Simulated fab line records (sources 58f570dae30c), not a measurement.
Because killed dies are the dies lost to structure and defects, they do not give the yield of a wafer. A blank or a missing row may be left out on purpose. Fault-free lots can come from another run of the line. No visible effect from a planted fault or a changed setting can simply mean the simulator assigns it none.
Struck lot and sound lot, side by side	flow berkeley cmos170	16 out of 331 route steps
Sound: wafers L436.1, L436.3, L436.4. Wafers struck: L441.2, L441.3, L441.4. The cause is named last.
For every step that has rows: the tool of each side, followed by ch and its chambers, followed by its first start. Under that, the readings that differ: sound wafers	struck wafers	difference of the means	sigmas: that difference in standard deviations of wafers without a fault.
alike: readings with means less than 2 such deviations apart, plus words and numbers identical on both sides. not compared: withheld readings, readings lacking a value on some wafer, bounds such as >300 that could conceal the same value, and numbers that have no deviation in the record and whose values overlap.
The two part at a step that has a row with sigmas, a row that says differs or no value, or rows on one side only. When numbers do not overlap yet have no deviation, they are printed without sigmas and do not part them. A reading missing from all wafers of one side parts the sides only when that side holds two or more wafers.

first, 5 steps without rows for these wafers: UCB170_M1_COAT_04 (resist thk 900 nm); UCB170_M1_SOFTBAKE_05 (time 60 s); UCB170_M1_EXPOSE_06 (exposes mask METAL1, target cd 700 nm); UCB170_M1_PEB_07; UCB170_M1_DEVELOP_08 (develop time 45 s).
UCB170_M1_CD_MEAS_09 targets a cd of 700 nm.
  struck on cd sem-02, day 10 11:32; sound on cd sem-01, day 9 20:08
  alike: cd nm
UCB170_M1_OVL_MEAS_10:
  struck on overlay-02, day 10 11:38; sound on overlay-02, day 9 20:15
  alike: M1_OVL
UCB170_M1_ETCH_11: etches BARC in N2/H2.
  sound on rie diel-01 ch 0,1,3, day 9 20:17; struck on rie diel-01 ch 1,3, day 10 11:40
  alike: drypump motor current A, oes product au, throttle valve pct
UCB170_M1_METAL_ETCH_12: etches Al in Cl2/BCl3, stops on PSG, target depth 780 nm, time 130 s.
  sound on rie metal-01 ch 0,1, day 9 20:20; struck on rie metal-03 ch 0,1, day 10 11:43
  alike: drypump motor current A, he backside leak sccm, oes product au, throttle valve pct
  not compared: rf hours counter h
UCB170_M1_STRIP_13: strips in O2.
  sound on plasma asher-03 ch 0,1, day 9 20:28; struck on plasma asher-03 ch 0,1, day 10 11:51
  alike: drypump motor current A, oes product au
  not compared: rf hours counter h
UCB170_M1_CD_MEAS_90 targets a cd of 700 nm.
  struck on cd sem-02, day 10 11:58; sound on cd sem-02, day 9 20:34
  alike: cd nm
then, 1 step without rows for these wafers: UCB170_M1_ANNEAL_14 (time 1200 s).
UCB170_V1_CVD_00: deposits SiO2 from TEOS/O2, target thk 2000 nm, time 250 s.
  sound on pecvd-04 ch 1,2, day 10 01:10; struck on pecvd-04 ch 0,1,2, day 10 16:46
reading	sound	struck	difference	sigmas
model.SiO2_of_V1_CVD_00.thk nm (nm)	1966 2021 2000	1509 1482 1558	-479	
  alike: heater power w
  not compared: since wet clean h
UCB170_V1_THK_MEAS_01:
  struck on film metro-02, day 10 16:56; sound on film metro-02, day 10 01:19
reading	sound	struck	difference	sigmas
V1_TEOS_THK (nm)	1965 2021 2001	1509 1482 1558	-479	-18
UCB170_V1_CMP_02: polishes SiO2.
  sound on cmp-02 ch 0,1,3, day 10 01:23; struck on cmp-02 ch 0,2,3, day 10 17:38
  alike: motor current A
UCB170_M3_PROBE_99:
  record: rows for the struck wafers here (prober-02, day 11 04:48), none for the sound ones

WHERE THEY PART
First at UCB170_V1_THK_MEAS_01; last, within this record, at UCB170_M3_PROBE_99.

WHY: the cause the simulator had injected
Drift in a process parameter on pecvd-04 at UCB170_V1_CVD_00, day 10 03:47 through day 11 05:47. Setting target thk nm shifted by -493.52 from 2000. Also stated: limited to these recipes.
